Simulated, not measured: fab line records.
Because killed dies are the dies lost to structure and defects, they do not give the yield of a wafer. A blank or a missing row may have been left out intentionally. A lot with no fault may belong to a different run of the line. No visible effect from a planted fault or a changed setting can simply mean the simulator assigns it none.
Which of the tools did it? + flow rit_cmos + 7 lots, 21 wafers sampled, at 2 steps of a route of 202

WHAT THE GAUGES READ, wafer by wafer
RIT_ACTIVE_CD_MEAS_11: the cd target is 1400 nm.
| lot  | measured    | on        | cd_nm (nm)           |
|------|-------------|-----------|----------------------|
| L928 | day 1 20:33 | cd_sem-02 | 1394.1 1396.5 1397.6 |
| L930 | day 2 05:43 | cd_sem-02 | 1400.4 1399.0 1396.7 |
| L932 | day 2 15:28 | cd_sem-01 | 1400.5 1399.2 1401.2 |
| L937 | day 3 17:56 | cd_sem-02 | 1406.4 1405.7 1404.0 |
| L942 | day 4 17:36 | cd_sem-01 | 1400.1 1399.9 1401.3 |
| L944 | day 5 09:41 | cd_sem-02 | 1397.6 1397.8 1397.5 |
| L949 | day 6 05:47 | cd_sem-02 | 1400.0 1396.9 1399.5 |

WHICH TOOL RAN EACH LOT (tool, then ch and the chambers of the sampled wafers, then the start)
| lot  | RIT_ACTIVE_COAT_06               |
|------|----------------------------------|
| L928 | litho_track-02 ch 0, day 1 19:51 |
| L930 | litho_track-04 ch 0, day 2 05:01 |
| L932 | litho_track-04 ch 0, day 2 14:46 |
| L937 | litho_track-02 ch 0, day 3 17:00 |
| L942 | litho_track-01 ch 0, day 4 16:47 |
| L944 | litho_track-04 ch 0, day 5 08:40 |
| L949 | litho_track-04 ch 0, day 6 04:51 |
- RIT_ACTIVE_COAT_06: resist thk 1000 nm.

THE ANSWER, worked out from the rows above alone
Rule: the lots themselves supply what counts as usual. The widest of any qualifying gaps counts: lots, ordered by their means at a reading, are off when they make up no more than a third of the lots, leave a main group of 4 or more, and stand apart from it by 3 or more times the standard deviation of that group's means. If all means in a main group match to the digits the tables above print for the reading, that group is not used. Also off: a lot with no number at a reading for which 4 or more lots have one. Any other lot the step has rows for is counted as sound.
Off: L937, at RIT_ACTIVE_CD_MEAS_11 (cd_nm). For the main group the mean is 1398.7 nm and the standard deviation 1.5.
If a tool, at a process step before that reading, ran all the lots that are off and no sound lot after the first of them, it fits. Those tools and the gauges at RIT_ACTIVE_CD_MEAS_11 are tried in the same way. One candidate fits, namely litho_track-02 at RIT_ACTIVE_COAT_06. A fault onset in the window from L928 (day 1 19:51, its last sound lot) to L937 (day 3 17:00, its first lot off) fits.

WHAT HAD BEEN PUT IN BY THE SIMULATOR
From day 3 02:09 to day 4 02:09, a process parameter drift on litho_track-02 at RIT_ACTIVE_COAT_06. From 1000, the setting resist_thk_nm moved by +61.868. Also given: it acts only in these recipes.
Struck lots among those shown: L937. This agrees with what the rule above found.
